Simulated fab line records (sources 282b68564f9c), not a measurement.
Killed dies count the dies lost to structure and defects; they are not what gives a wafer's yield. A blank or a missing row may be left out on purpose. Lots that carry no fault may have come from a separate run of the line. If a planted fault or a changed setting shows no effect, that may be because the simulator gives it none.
A lot that was struck, set against a sound lot :: flow rit cmos :: 18 steps out of a route of 202
Sound: the wafers L370.3, L370.4, L370.5. Wafers L374.2, L374.4, L374.6 were the ones struck. The cause is given at the end.
Order at every step that has rows: each side's tool, ch and its chambers, its first start. Under that, the readings that differ: sound wafers :: struck wafers :: difference of the means :: sigmas: that difference in standard deviations of wafers without a fault.
alike: a reading whose means differ by less than 2 such deviations, as well as words and numbers matching on both sides. not compared: withheld readings; readings where some wafer has no value; bounds like >300 that might hide an equal value; numbers whose values overlap and for which the record gives no deviation.
Wherever a step has rows on one side only, a row that says differs or no value, or a row with sigmas, the two part there. Non-overlapping numbers with no deviation appear without sigmas and do not part them. Lack of a reading on every wafer of one side parts them only where that side has two or more wafers.

first, 1 step without rows for these wafers: RIT_PLDD_IMPLANT_08.
RIT_PLDD_STRIP_09: strips in O2, time 180 s.
  sound on plasma asher-03 ch 0,1, day 4 00:29; struck on plasma asher-01 ch 0,1, day 4 20:49
  alike: drypump motor current A
  not compared: rf hours counter h
RIT_PLDD_TW_MEAS_10:
  sound: film metro-04 at day 4 00:37; struck: film metro-03 at day 4 21:00
reading: PLDD_TW
sound: 2294 2314 2311
struck: 2350 2344 2335
difference: +37
sigmas: +3
then, 4 steps without rows for these wafers: RIT_SPACER_CLEAN_00 (cleans in SC1, time 600 s); RIT_SPACER_CLEAN_01 (cleans in dHF, time 30 s); RIT_SPACER_CLEAN_02 (cleans in SC2, time 600 s); RIT_SPACER_CVD_03 (deposits Si3N4 from SiH2Cl2/NH3, target thk 250 nm, time 3300 s).
RIT_SPACER_THK_MEAS_04:
  sound: film metro-02 at day 4 02:58; struck: film metro-02 at day 4 23:31
  alike: SPACER_NITRIDE_THK
RIT_SPACER_ETCHBACK_05: etches Si3N4 in SF6/CHF3, stops on SiO2, target depth 250 nm, time 230.9 s.
  sound on rie diel-02 ch 0,3, day 4 03:01; struck on rie diel-03 ch 1,3, day 4 23:34
  alike: drypump motor current A, oes product au, rf fwd power W, throttle valve pct
  not compared: rf hours counter h
then, 3 steps without rows for these wafers: RIT_NSD_HMDS_00 (prime time 60 s); RIT_NSD_COAT_01 (resist thk 1000 nm); RIT_NSD_SOFTBAKE_02 (time 60 s).
RIT_NSD_EXPOSE_03: exposes mask M9, target cd 40700 nm.
  sound on iline stepper-01 ch 0, day 4 03:39; struck on iline stepper-01 ch 0, day 5 00:25
reading: model.NSD.overlay x nm (nm)
sound: -0.6192 -0.6192 -0.6192
struck: 8.982 8.982 8.982
difference: +9.601
sigmas: 
  alike: mask, exposure dose mJ cm2, focus offset nm
then, 2 steps without rows for these wafers: RIT_NSD_PEB_04; RIT_NSD_DEVELOP_05 (develop time 50 s).
RIT_NSD_OVL_MEAS_06:
  sound: overlay-02 at day 4 04:01; struck: overlay-02 at day 5 00:47
reading: NSD_OVL (nm)
sound: -1.4 0.3 -1.7
struck: 8.7 9.0 7.5
difference: +9.3
sigmas: +5
then, 1 step without rows for these wafers: RIT_NSD_HARDBAKE_07 (time 60 s).
RIT_M1_PROBE_99:
  sound: prober-02 at day 4 14:06; struck: prober-02 at day 5 11:08
  alike: killed at front end, killed dies, killed open, killed short

## WHERE THEY PART
Earliest at RIT_PLDD_TW_MEAS_10; latest, in this record, at RIT_NSD_OVL_MEAS_06. Later steps at which nothing parts them and some readings are alike: RIT_M1_PROBE_99.

WHY: what the simulator had put in
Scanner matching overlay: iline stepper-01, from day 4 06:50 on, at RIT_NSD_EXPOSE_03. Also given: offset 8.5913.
